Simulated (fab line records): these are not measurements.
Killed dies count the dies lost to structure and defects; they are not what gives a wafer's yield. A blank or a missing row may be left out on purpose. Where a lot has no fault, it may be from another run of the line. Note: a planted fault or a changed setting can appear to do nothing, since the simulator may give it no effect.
fab line records	flow rit-cmos
record: lots: 14	wafers: 42	last-day: 7
route steps=202 shown GATE@89
lots that met no fault: from a run of the same line without faults
start-h: hours from the record's first day to the start of the lot's first wafer shown	wait-h: hours from the lot's prior step to this one	" as in the row above	L1.1+2: a row that stands for several wafers	- either no value or no given start	* or withheld: withheld	< > ~ a bound
route shown NAME@n: NAME is a module with steps in the file, n the number in the route of the first one	usual: mean and standard deviation over wafers with no fault	same: alike in all rows	chamber/n: place in a boat	sites: per-site readings	_std_site: the standard deviation of these	_edge_site: mean of outer sites minus mean of inner sites	radius-mm: for every site, how far away it sits from the centre of the wafer	mask NAME#n: copy n	behind: the most recent tool/chamber to have shaped the wafer	hold: why the lot went on hold/how many hours it stayed there/how the hold came to an end	device: names the non-switching transistor (n, p or np)	end of line: tests of these same wafers at the route's end	where a step has no rows: the recipe by itself	killed: count of dies lost to structure and defects at first sort (not the wafer's yield)	map: a wafer's dies, marking killed ones x, the rest . and places with no die _
set.NAME: the setting as run; set.NAME@STEP: as run at that earlier step	model.NAME: the simulator's own value behind a step, which no gauge read
the route's steps for a sample of lots (tables are steps, rows are wafers)
services: the hour from which a tool's chamber was out of use, counted from the record's first day as start-h (under 0 if before that day), plus the number of hours and why
== steps ==
step: RIT_GATE_EXPOSE_13
recipe: mask-id: M6	na: 0.6	source-shape: conventional	sigma-outer: 0.6	target-cd-nm: 150	dose-mj: 380
usual: exposure-dose-mJ-cm2: 379.9/0.36	focus-offset-nm: 0.0/0.62	stage-vel-mm-s: 499.97/0.23
lot.wafer	tool	chamber	start-h	wait-h	mask	exposure-dose-mJ-cm2	focus-offset-nm	stage-vel-mm-s
L138.2	iline-stepper-02	0	66.98	0.2	M6#0	379.1	1.0	499.87
L138.3	"	0	"	"	M6#0	379.3	0.1	500.33
L138.4	"	0	"	"	M6#0	379.5	1.5	499.68
L139.1	iline-stepper-01	0	67.20	0.4	M6#0	379.7	0.0	499.88
L139.5	"	0	"	"	M6#0	379.6	-0.2	499.88
L139.6	"	0	"	"	M6#0	380.2	0.1	500.19
L143.3	iline-stepper-02	0	79.74	0.2	M6#0	379.9	0.0	500.21
L143.4	"	0	"	"	M6#0	380.4	-1.0	500.39
L143.5	"	0	"	"	M6#0	379.7	0.0	500.18
L142.2	iline-stepper-01	-	79.98	0.2	M6#0	-	-	-
L142.3	"	-	"	"	M6#0	-	-	-
L142.5	"	-	"	"	M6#0	-	-	-
L144.1	iline-stepper-02	-	83.30	0.2	M6#0	-	-	-
L144.5	"	-	"	"	M6#0	-	-	-
L144.6	"	-	"	"	M6#0	-	-	-
L149.2	iline-stepper-01	0	105.36	0.2	M6#0	380.6	0.3	499.48
L149.5	"	0	"	"	M6#0	380.4	0.3	499.67
L149.6	"	0	"	"	M6#0	380.5	-0.4	499.83
L150.3	iline-stepper-02	0	113.19	0.2	M6#0	379.6	0.8	499.57
L150.4	"	0	"	"	M6#0	379.5	0.3	500.05
L150.6	"	0	"	"	M6#0	380.2	0.3	499.69
L151.1	iline-stepper-02	0	116.52	0.1	M6#0	380.1	0.7	500.20
L151.3	"	0	"	"	M6#0	379.8	-0.7	499.75
L151.6	"	0	"	"	M6#0	380.6	-0.4	500.00
L153.1	iline-stepper-02	0	129.86	0.1	M6#0	379.8	0.7	499.64
L153.3	"	0	"	"	M6#0	379.7	0.5	500.15
L153.4	"	0	"	"	M6#0	380.0	0.6	500.17
L154.1	iline-stepper-02	0	133.16	0.1	M6#0	380.4	0.1	499.93
L154.3	"	0	"	"	M6#0	380.1	-0.4	500.06
L154.6	"	0	"	"	M6#0	380.1	-0.6	500.15
L155.2	iline-stepper-01	0	137.40	0.2	M6#0	380.2	0.1	500.08
L155.4	"	0	"	"	M6#0	379.5	-0.3	499.86
L155.5	"	0	"	"	M6#0	380.2	0.0	499.71
L156.3	iline-stepper-02	0	137.67	0.2	M6#0	379.6	0.0	499.74
L156.4	"	0	"	"	M6#0	379.2	-0.8	499.42
L156.6	"	0	"	"	M6#0	379.7	0.4	500.21
L157.1	iline-stepper-02	0	151.81	0.1	M6#0	379.7	0.0	500.08
L157.4	"	0	"	"	M6#0	379.8	-1.0	499.56
L157.6	"	0	"	"	M6#0	379.7	0.1	500.09
L159.2	iline-stepper-02	0	155.71	0.2	M6#0	380.4	0.2	500.14
L159.4	"	0	"	"	M6#0	379.8	-0.3	499.72
L159.5	"	0	"	"	M6#0	379.5	-0.7	499.77
== services ==
tool	chamber	start-h	hours	kind
iline-stepper-01	0	48.95	-	calibration
iline-stepper-02	0	111.26	-	calibration
iline-stepper-01	-	115.01	3.7	repair
== key ==
first-sign: step: RIT_GATE_EXPOSE_13	reading: tool-record	direction: missing
effect none on later readings
met-at RIT_GATE_EXPOSE_13
struck-lots L142,L144
later-rows-left-out L142.2,L142.3,L142.5,L144.1,L144.5,L144.6
sort-left-out L142.2,L142.3,L142.5,L144.1,L144.5,L144.6
tester-left-out L142,L144
onset-between 79.74 79.98
fault: kind: skipped-step-whole	tool: iline-stepper-01,iline-stepper-02	chamber: -	onset-h: 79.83	steps: RIT_GATE_EXPOSE_13	scope: struck-lots-only
tester-left-out: of these lots the tester's yield and bins aren't shown, on N5 and GAA mostly nor the transistor test; their killed dies are dies lost to structure and defects alone, not to doping, threshold or leakage, so they don't give the yield
sort-left-out: the simulated sort isn't trusted on such a fault, so these wafers' sort isn't shown, and their yield isn't known
later-rows-left-out: the simulator's readings of these wafers behind a module that went badly wrong aren't trusted and aren't shown, but for the sort
